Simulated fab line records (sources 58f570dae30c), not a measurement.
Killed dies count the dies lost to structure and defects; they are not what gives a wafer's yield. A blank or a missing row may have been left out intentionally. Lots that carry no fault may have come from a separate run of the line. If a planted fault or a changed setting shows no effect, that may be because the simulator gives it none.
Tool commonality check + flow berkeley-cmos170 + Lots sampled 14, wafers sampled 42

## WHAT PROMPTED THE OPENING
At UCB170_SDANNEAL_RS_MEAS_05 the reading NLDD_RS is flagged on 2 of 14 lots. Wafers without a fault read 616.7 ohm/sq, standard deviation 1.7.
Rule: a lot gets a flag if all its wafers with a number sit over 4 standard deviations from that mean, or if no wafer of it has a number. As for the other lots, they are considered sound.

| lot  | measured     | on            | NLDD_RS (ohm/sq), wafer by wafer | flag    |
|------|--------------|---------------|----------------------------------|---------|
| L971 | day 7 00:55  | film-metro-04 | 617.5 617.7 618.3                |         |
| L973 | day 7 14:19  | film-metro-02 | 616.3 617.9 617.0                |         |
| L972 | day 7 17:20  | film-metro-04 | 617.6 617.8 618.5                |         |
| L975 | day 8 00:37  | film-metro-02 | 617.1 619.4 615.6                |         |
| L974 | day 8 01:35  | film-metro-01 | 643.6 642.2 644.5                | FLAGGED |
| L977 | day 8 18:12  | film-metro-01 | 617.0 618.0 617.2                |         |
| L976 | day 8 20:58  | film-metro-02 | 615.7 615.9 618.0                |         |
| L978 | day 8 21:25  | film-metro-01 | 614.0 613.5 614.2                |         |
| L981 | day 9 00:34  | film-metro-01 | 615.2 617.4 616.9                |         |
| L980 | day 9 01:30  | film-metro-01 | 641.2 641.7 642.5                | FLAGGED |
| L984 | day 9 12:44  | film-metro-04 | 617.6 618.2 617.3                |         |
| L986 | day 10 07:46 | film-metro-01 | 615.0 615.4 612.0                |         |
| L991 | day 10 21:40 | film-metro-02 | 617.1 615.9 614.7                |         |
| L992 | day 11 03:07 | film-metro-04 | 619.8 621.2 621.5                |         |
The mean of the flagged lots' numbers is 642.6 ohm/sq, +25.9 ohm/sq from the usual (+15 standard deviations).

## TOOL THAT RAN EACH LOT
The record holds 1 process step before the reading, out of a route of 331 steps. In each cell: the tool, then ch and the chambers that the sampled wafers went through, then the start.
| lot  | flag    | UCB170_NLDD_IMPLANT_08          |
|------|---------|---------------------------------|
| L971 |         | implanter-04 ch 0, day 6 15:28  |
| L973 |         | implanter-04 ch 0, day 7 04:43  |
| L972 |         | implanter-03 ch 0, day 7 08:24  |
| L975 |         | implanter-03 ch 0, day 7 14:10  |
| L974 | FLAGGED | implanter-03 ch 0, day 7 14:29  |
| L977 |         | implanter-04 ch 0, day 8 08:24  |
| L976 |         | implanter-04 ch 0, day 8 08:42  |
| L978 |         | implanter-02 ch 0, day 8 08:31  |
| L981 |         | implanter-04 ch 0, day 8 15:23  |
| L980 | FLAGGED | implanter-03 ch 0, day 8 14:20  |
| L984 |         | implanter-02 ch 0, day 9 01:53  |
| L986 |         | implanter-04 ch 0, day 9 17:31  |
| L991 |         | implanter-04 ch 0, day 10 10:35 |
| L992 |         | implanter-02 ch 0, day 10 15:17 |
What is done by these steps:
- UCB170_NLDD_IMPLANT_08
- UCB170_SDANNEAL_RS_MEAS_05: measures by four-point-probe.

## FLAGGED OVER TOTAL, TOOL BY TOOL (the gauges that took the reading come last)
| step                       | tool          | lots run | flagged | share of the flagged lots | sound lots run after its first flagged lot |
|----------------------------|---------------|----------|---------|---------------------------|--------------------------------------------|
| UCB170_NLDD_IMPLANT_08     | implanter-02  | 3        | 0       | none                      | -                                          |
| UCB170_NLDD_IMPLANT_08     | implanter-03  | 4        | 2       | all                       | 0                                          |
| UCB170_NLDD_IMPLANT_08     | implanter-04  | 7        | 0       | none                      | -                                          |
| UCB170_SDANNEAL_RS_MEAS_05 | film-metro-01 | 6        | 2       | all                       | 4 (L977,L978,L981,L986)                    |
| UCB170_SDANNEAL_RS_MEAS_05 | film-metro-02 | 4        | 0       | none                      | -                                          |
| UCB170_SDANNEAL_RS_MEAS_05 | film-metro-04 | 4        | 0       | none                      | -                                          |

## THE TABLE: WHAT IT ALLOWS
In 2 table rows, all flagged lots were run: implanter-03 (UCB170_NLDD_IMPLANT_08), film-metro-01 (UCB170_SDANNEAL_RS_MEAS_05).
- implanter-03 at UCB170_NLDD_IMPLANT_08 ran 4 lots, 2 of them flagged. A fault beginning between L975 (day 7 14:10), its last sound lot, and L974 (day 7 14:29), its first flagged one, fits the data. Its own readings (dose-ions-cm2) fall more than 4 standard deviations out on all wafers of the flagged lots.
- film-metro-01 at UCB170_SDANNEAL_RS_MEAS_05 ran 6 lots, 2 of them flagged. After the first flagged lot (L977, L978, L981, L986), sound lots still ran on it; a lasting fault on the whole tool would not permit that.
implanter-03 at UCB170_NLDD_IMPLANT_08 is the single tool remaining.

## WHAT THE SIMULATOR PUT IN
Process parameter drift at UCB170_NLDD_IMPLANT_08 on implanter-03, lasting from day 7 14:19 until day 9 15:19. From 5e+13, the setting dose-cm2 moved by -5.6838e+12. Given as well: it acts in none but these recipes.
Lots struck among those shown: L974, L980. The rule given above showed the same thing.
